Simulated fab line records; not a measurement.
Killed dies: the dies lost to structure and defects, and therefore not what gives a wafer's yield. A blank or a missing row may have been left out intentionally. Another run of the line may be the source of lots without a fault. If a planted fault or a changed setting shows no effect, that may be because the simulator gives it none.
Comparing a struck lot with a sound one | flow rit_cmos | 18 out of 202 route steps
Sound: these wafers, L556.1, L556.2, L556.6. Wafers struck: L561.1, L561.3, L561.4. The cause comes at the end.
At each step with rows: each side's tool, then ch and its chambers, then its first start. Under that, the readings that differ: sound wafers | struck wafers | difference of the means | sigmas: that difference in standard deviations of wafers without a fault.
alike: readings with means less than 2 such deviations apart, plus words and numbers identical on both sides. not compared: withheld readings, readings lacking a value on some wafer, bounds such as >300 that could conceal the same value, and numbers that have no deviation in the record and whose values overlap.
A row with sigmas, a row that says differs or no value, or rows on one side alone: a step with any of these is where the two part. When numbers do not overlap yet have no deviation, they are printed without sigmas and do not part them. Lack of a reading on every wafer of one side parts them only where that side has two or more wafers.

first, 2 steps without rows for these wafers: RIT_PLDD_HARDBAKE_07 (time 60 s); RIT_PLDD_IMPLANT_08.
RIT_PLDD_STRIP_09: strips in O2, time 180 s.
  sound on plasma_asher-04 ch 0,1, day 5 09:37; struck on plasma_asher-02 ch 0,1, day 6 15:45
  alike: drypump_motor_current_A
  not compared: rf_hours_counter_h
RIT_PLDD_TW_MEAS_10:
  sound on film_metro-03, day 5 09:47; struck on film_metro-04, day 6 15:56
  alike: PLDD_TW
then, 4 steps without rows for these wafers: RIT_SPACER_CLEAN_00 (cleans in SC1, time 600 s); RIT_SPACER_CLEAN_01 (cleans in dHF, time 30 s); RIT_SPACER_CLEAN_02 (cleans in SC2, time 600 s); RIT_SPACER_CVD_03 (deposits Si3N4 from SiH2Cl2/NH3, target thk 250 nm, time 3300 s).
RIT_SPACER_THK_MEAS_04:
  sound on film_metro-01, day 5 12:08; struck on film_metro-03, day 6 18:16
  alike: SPACER_NITRIDE_THK
RIT_SPACER_ETCHBACK_05: etches Si3N4 in SF6/CHF3, stops on SiO2, target depth 250 nm, time 240 s.
  sound on rie_diel-02 ch 0,1,3, day 5 12:12; struck on rie_diel-02 ch 1,2,3, day 6 18:20
  alike: drypump_motor_current_A, oes_product_au, throttle_valve_pct
  not compared: rf_hours_counter_h
then, 2 steps without rows for these wafers: RIT_NSD_HMDS_00 (prime time 60 s); RIT_NSD_COAT_01 (resist thk 1000 nm).
RIT_NSD_SOFTBAKE_02: time 60 s.
  sound on litho_track-01 ch 0, day 5 12:39; struck on litho_track-02 ch 0, day 6 18:47
  reading                  | sound             | struck            | difference | sigmas
  heater_power_total_W (W) | 34.58 34.64 34.48 | 33.22 33.31 33.32 | -1.28      | -26
  plate_temp_C (C)         | 90.28 89.85 90.08 | 87.45 87.59 87.57 | -2.53      | -21
then, 2 steps without rows for these wafers: RIT_NSD_EXPOSE_03 (exposes mask M9, target cd 40700 nm); RIT_NSD_PEB_04.
RIT_NSD_DEVELOP_05: develop time 50 s.
  sound: litho_track-04 ch 0; struck: litho_track-01 ch 0
  reading                                  | sound           | struck         | difference | sigmas
  model.NOVOLAK_of_NSD_COAT_01.thk_nm (nm) | 996 995.5 992.9 | 1011 1011 1015 | +18        |
RIT_NSD_OVL_MEAS_06:
  sound on overlay-02, day 5 13:20; struck on overlay-02, day 6 19:20
  alike: NSD_OVL
after that, 1 step had no rows for these wafers: RIT_M1_PROBE_99.

== WHERE THEY PART ==
Within this record, at RIT_NSD_SOFTBAKE_02 only. Later steps at which nothing parts them and some readings are alike: RIT_NSD_OVL_MEAS_06.

WHY: whatever the simulator had introduced
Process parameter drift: litho_track-02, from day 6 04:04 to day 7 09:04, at RIT_NSD_SOFTBAKE_02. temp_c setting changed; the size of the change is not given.
